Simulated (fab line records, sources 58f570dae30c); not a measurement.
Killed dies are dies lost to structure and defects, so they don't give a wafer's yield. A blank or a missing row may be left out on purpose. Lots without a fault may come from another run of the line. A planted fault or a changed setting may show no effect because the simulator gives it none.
fab line records | flow berkeley_cmos170
record lots=14 wafers=42 last_day=12
route steps=331 shown PWELL@49
lots that met no fault: from a run of the same line without faults
start_h: hours from the record's first day to the start of the lot's first wafer shown | wait_h: hours since the lot's step before | " the same as in the row above | L1.1+2: a row that stands for several wafers | - no value, or no start given | * or withheld: withheld | < > ~ a bound
route shown NAME@n: a module of which the file shows steps, and the number in the route of the first | usual: mean/standard deviation of fault-free wafers | same: alike in all rows | chamber/n: place in a boat | sites: the reading at each site | _std_site: their standard deviation | _edge_site: outer sites' mean less inner sites' | radius_mm: how far each site lies from the wafer's centre | mask NAME#n: copy n | behind: the tool/chamber that last shaped the wafer | hold: why the lot was held/for how many hours/how that ended | device: the transistor (n, p or np) that didn't switch | end of line: the same wafers' tests at the end of the route | a step without rows: its recipe alone | killed: dies lost to structure and defects at the first sort, not the wafer's yield | map: a wafer's dies, x killed, . not, _ none there
set.NAME: the setting as run; set.NAME@STEP: as run at that earlier step | model.NAME: the simulator's own value behind a step, which no gauge read
steps of the route over a sample of lots; a table a step, a row a wafer
services: from which hour (start_h, from the record's first day; less than 0 if before it) a tool's chamber was out of use, for how many hours, and why
## steps
# step UCB170_PWELL_IMPLANT_15
# recipe species=B dose_cm2=5e+12 energy_kev=60 tilt_deg=7
# usual dose_ions_cm2=5e+12/5.4e+09 faraday_current_uA=15.9/0.33
# columns lot.wafer tool chamber start_h wait_h dose_ions_cm2 faraday_current_uA
L159.1 implanter-02 0 44.98 0.1 5e+12 15.9
L159.3 " 0 " " 4.997e+12 15.6
L159.5 " 0 " " 4.989e+12 15.8
L160.1 implanter-04 0 56.59 0.1 5.001e+12 15.6
L160.2 " 0 " " 4.997e+12 16.1
L160.6 " 0 " " 4.996e+12 15.9
L161.1 implanter-02 0 56.88 0.1 5.001e+12 16.2
L161.2 " 0 " " 5.008e+12 15.9
L161.4 " 0 " " 4.998e+12 15.8
L162.1 implanter-04 0 66.56 0.1 5.012e+12 15.7
L162.3 " 0 " " 5.005e+12 15.9
L162.5 " 0 " " 4.999e+12 15.4
L163.1 implanter-02 0 74.75 0.1 4.991e+12 15.8
L163.2 " 0 " " 5.004e+12 15.7
L163.6 " 0 " " 4.999e+12 15.4
L164.1 implanter-02 0 78.95 0.1 4.997e+12 15.7
L164.5 " 0 " " 5.001e+12 15.9
L164.6 " 0 " " 5.004e+12 15.8
L166.1 implanter-01 0 86.26 0.1 4.996e+12 15.6
L166.4 " 0 " " 5e+12 15.8
L166.6 " 0 " " 4.997e+12 15.8
L167.1 implanter-04 0 96.42 0.1 5.006e+12 15.6
L167.4 " 0 " " 4.997e+12 16.0
L167.5 " 0 " " 5.007e+12 15.9
L168.1 implanter-02 0 99.56 0.1 4.996e+12 15.9
L168.3 " 0 " " 5.004e+12 15.4
L168.5 " 0 " " 4.997e+12 15.4
L171.2 implanter-04 0 103.89 0.1 2.742e+12 8.6
L171.3 " 0 " " 2.748e+12 8.5
L171.5 " 0 " " 2.746e+12 9.0
L173.3 implanter-02 0 117.79 0.1 5.008e+12 15.8
L173.5 " 0 " " 5.003e+12 16.1
L173.6 " 0 " " 5.008e+12 15.4
L174.2 implanter-04 0 124.42 0.1 2.751e+12 8.7
L174.4 " 0 " " 2.75e+12 8.6
L174.6 " 0 " " 2.75e+12 8.8
L182.3 implanter-02 0 159.74 0.1 4.992e+12 16.3
L182.4 " 0 " " 5e+12 15.8
L182.5 " 0 " " 5e+12 15.7
L181.3 implanter-01 0 159.98 0.1 4.995e+12 16.2
L181.5 " 0 " " 4.998e+12 16.1
L181.6 " 0 " " 4.99e+12 15.9
# step UCB170_PWELL_TW_MEAS_17
# usual PWELL_TW=376.2/1.7
# columns lot.wafer tool chamber start_h wait_h PWELL_TW
L159.1 film_metro-03 - 45.23 0.1 374.9
L159.3 " - " " 375.2
L159.5 " - " " 377.5
L160.1 film_metro-03 - 56.85 0.1 373.8
L160.2 " - " " 375.8
L160.6 " - " " 374.3
L161.1 film_metro-04 - 57.13 0.1 377.5
L161.2 " - " " 378.7
L161.4 " - " " 379.2
L162.1 film_metro-02 - 66.81 0.1 378.3
L162.3 " - " " 375.4
L162.5 " - " " 378.3
L163.1 film_metro-03 - 75.00 0.1 375.4
L163.2 " - " " 375.5
L163.6 " - " " 377.4
L164.1 film_metro-04 - 79.20 0.1 377.8
L164.5 " - " " 378.5
L164.6 " - " " 378.3
L166.1 film_metro-04 - 86.51 0.1 377.6
L166.4 " - " " 378.0
L166.6 " - " " 378.1
L167.1 film_metro-04 - 96.67 0.1 374.9
L167.4 " - " " 376.8
L167.5 " - " " 376.4
L168.1 film_metro-04 - 99.81 0.1 376.7
L168.3 " - " " 375.0
L168.5 " - " " 374.9
L171.2 film_metro-03 - 104.13 0.1 312.9
L171.3 " - " " 314.3
L171.5 " - " " 314.8
L173.3 film_metro-02 - 118.01 0.1 379.8
L173.5 " - " " 381.1
L173.6 " - " " 378.1
L174.2 film_metro-02 - 124.66 0.1 315.8
L174.4 " - " " 314.5
L174.6 " - " " 315.3
L182.3 film_metro-04 - 159.96 0.1 374.8
L182.4 " - " " 374.2
L182.5 " - " " 376.5
L181.3 film_metro-03 - 160.20 0.1 375.4
L181.5 " - " " 375.9
L181.6 " - " " 376.2
## services
# columns tool chamber start_h hours kind
implanter-02 - 25.36 5.4 repair
implanter-02 - 60.99 1.5 repair
implanter-01 - 67.27 3.9 pm
implanter-04 - 84.51 5.1 pm
implanter-02 - 88.51 1.6 repair
implanter-02 - 99.85 5.7 pm
## key
first_sign step=UCB170_PWELL_IMPLANT_15 reading=dose_ions_cm2 direction=down sigmas=99+ usual=5e+12 struck=2.748e+12
effect step=UCB170_PWELL_IMPLANT_15 reading=faraday_current_uA direction=down sigmas=22 usual=15.9 struck=8.7
effect step=UCB170_PWELL_TW_MEAS_17 reading=PWELL_TW direction=down sigmas=36 usual=376.2 struck=314.6
met_at UCB170_PWELL_IMPLANT_15
struck_lots L171,L174
tester_left_out L171,L174
onset_between 96.42 103.89
fault kind=process_parameter_drift tool=implanter-04 chamber=- onset_h=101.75 steps=UCB170_PWELL_IMPLANT_15 channel=dose_cm2 offset=-2.25e+12 shape=step end_h=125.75 acts_in=these_recipes_only stated=5e+12
# tester_left_out: of these lots the tester's yield and bins aren't shown, on N5 and GAA mostly nor the transistor test; their killed dies are dies lost to structure and defects alone, not to doping, threshold or leakage, so they don't give the yield
